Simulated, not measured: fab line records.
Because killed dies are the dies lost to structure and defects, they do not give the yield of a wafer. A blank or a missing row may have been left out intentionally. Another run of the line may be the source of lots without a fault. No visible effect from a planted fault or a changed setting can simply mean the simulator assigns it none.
The tool behind it: which one?	flow rit-cmos	14 lots with 42 wafers sampled at 2 steps, on a route of 202 steps

== WHAT EACH GAUGE READ, for each wafer ==
The record lacks any reading of a measuring or inspecting step that a usual standard deviation could be used to judge.

== WHICH TOOL RAN EACH LOT (tool, then ch and the chambers of the sampled wafers, then the start) ==
lot	RIT_PWELL_STRIP_09	RIT_M1_PROBE_99
L213	plasma-asher-03 ch 1, day 1 22:16	prober-02, day 3 08:24
L214	plasma-asher-01 ch 0,1, day 2 03:20	prober-01, day 3 13:29
L215	plasma-asher-01 ch 0, day 2 09:07	prober-02, day 3 19:40
L217	plasma-asher-04 ch 0,1, day 2 18:27	prober-02, day 4 06:21
L219	plasma-asher-04 ch 1, day 3 04:25	prober-02, day 4 14:17
L220	plasma-asher-04 ch 0,1, day 3 09:59	prober-01, day 4 20:39
L226	plasma-asher-03 ch 0,1, day 4 15:22	prober-01, day 6 03:11
L227	plasma-asher-03 ch 0,1, day 4 20:29	prober-02, day 6 08:51
L228	plasma-asher-01 ch 0,1, day 5 03:37	prober-01, day 6 15:01
L229	plasma-asher-04 ch 0,1, day 5 06:28	prober-02, day 6 19:43
L230	plasma-asher-04 ch 0,1, day 5 11:40	prober-01, day 6 22:43
L233	plasma-asher-01 ch 0,1, day 6 04:56	prober-02, day 7 19:40
L234	plasma-asher-04 ch 0,1, day 6 09:19	prober-01, day 7 21:45
L235	plasma-asher-04 ch 0,1, day 6 13:54	prober-02, day 8 00:10
- RIT_PWELL_STRIP_09: strips in O2, time 180 s.
- RIT_M1_PROBE_99

== WHAT THE TOOLS THEMSELVES READ (means of the sampled wafers that have a number; where no wafer has one, the mark that the record gives instead) ==
RIT_PWELL_STRIP_09.
lot	tool	drypump-motor-current-A (A)	o2-flow-sccm (sccm)
L213	plasma-asher-03	5.41	4002
L214	plasma-asher-01	5.33	4016
L215	plasma-asher-01	5.36	3992
L217	plasma-asher-04	5.35	4007
L219	plasma-asher-04	5.26	4003
L220	plasma-asher-04	5.35	4000
L226	plasma-asher-03	5.57	5999
L227	plasma-asher-03	5.58	5994
L228	plasma-asher-01	5.29	4010
L229	plasma-asher-04	5.35	3998
L230	plasma-asher-04	5.33	3998
L233	plasma-asher-01	5.33	4002
L234	plasma-asher-04	5.32	3999
L235	plasma-asher-04	5.35	4003

RIT_M1_PROBE_99.
lot	tool	killed_at_M0_to_M3	killed-at-contacts	killed-at-front-end	killed-dies	killed-on-rim	killed-open	killed-short
L213	prober-02	0.0	0.0	5	5	1.0	3.0	2.3
L214	prober-01	0.3	0.0	4	5	1.7	3.0	1.7
L215	prober-02	0.0	0.3	3	3	1.7	1.7	1.7
L217	prober-02	0.0	0.0	9	9	2.7	4.3	4.3
L219	prober-02	0.0	0.0	7	7	3.0	3.3	4.0
L220	prober-01	0.0	0.3	5	5	1.3	1.3	4.0
L226	prober-01	0.0	0.0	8	8	3.0	4.0	3.7
L227	prober-02	0.0	0.0	7	7	1.3	2.3	4.7
L228	prober-01	0.0	0.0	11	11	2.0	6.0	4.7
L229	prober-02	0.0	0.0	5	5	1.3	3.7	1.3
L230	prober-01	0.0	0.0	8	8	3.7	4.7	3.7
L233	prober-02	0.0	0.3	7	7	2.0	3.7	3.3
L234	prober-01	0.0	0.0	9	9	3.0	4.3	4.7
L235	prober-02	0.0	0.0	4	4	1.0	2.3	1.7

== THE ANSWER, worked out from the rows above alone ==
Rule: the lots themselves supply what counts as usual. Put in order of their means at a reading, lots are off if they are a third of the lots or fewer, leave a main group of 4 or more, and stand apart from it by a gap of 3 or more times the standard deviation of the main group's means; of several such gaps the widest counts. A main group is skipped when, at the precision printed for the reading in the tables above, its means are all equal. Also off: a lot with no number at a reading for which 4 or more lots have one. Any other lot the step has rows for is counted as sound. After the gauges, taken in route order, come the tools' own readings; for these a lot's mean is taken, as printed above. At the first step where some lot is off, the reading lying furthest off is the one used; lots without a number count as furthest.
Off: L226, L227 (RIT_PWELL_STRIP_09, o2-flow-sccm). For the main group the mean is 4002 sccm and the standard deviation 6.
A tool fits if, at that step or a process step before it, it ran every lot that is off, and no sound lot after the first of them. One fits: RIT_PWELL_STRIP_09 on plasma-asher-03. Its last sound lot is L213 (day 1 22:16), its first lot that is off L226 (day 4 15:22): a fault that began between those two fits.
The tool's own readings at RIT_PWELL_STRIP_09 bear it out: on the lots that are off they differ by more than 5 times the standard deviation of the sound lots' means. drypump-motor-current-A reads 5.58 A there against 5.34 A on the sound lots; o2-flow-sccm reads 5996 sccm there against 4002 sccm on the sound lots.

== WHAT WAS PUT IN BY THE SIMULATOR ==
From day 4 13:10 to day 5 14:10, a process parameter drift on plasma-asher-03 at RIT_PWELL_STRIP_09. A move of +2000 in setting o2-flow-sccm, from 4000. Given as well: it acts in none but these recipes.
Shown lots that were struck: L226, L227. The rule given above showed the same thing.
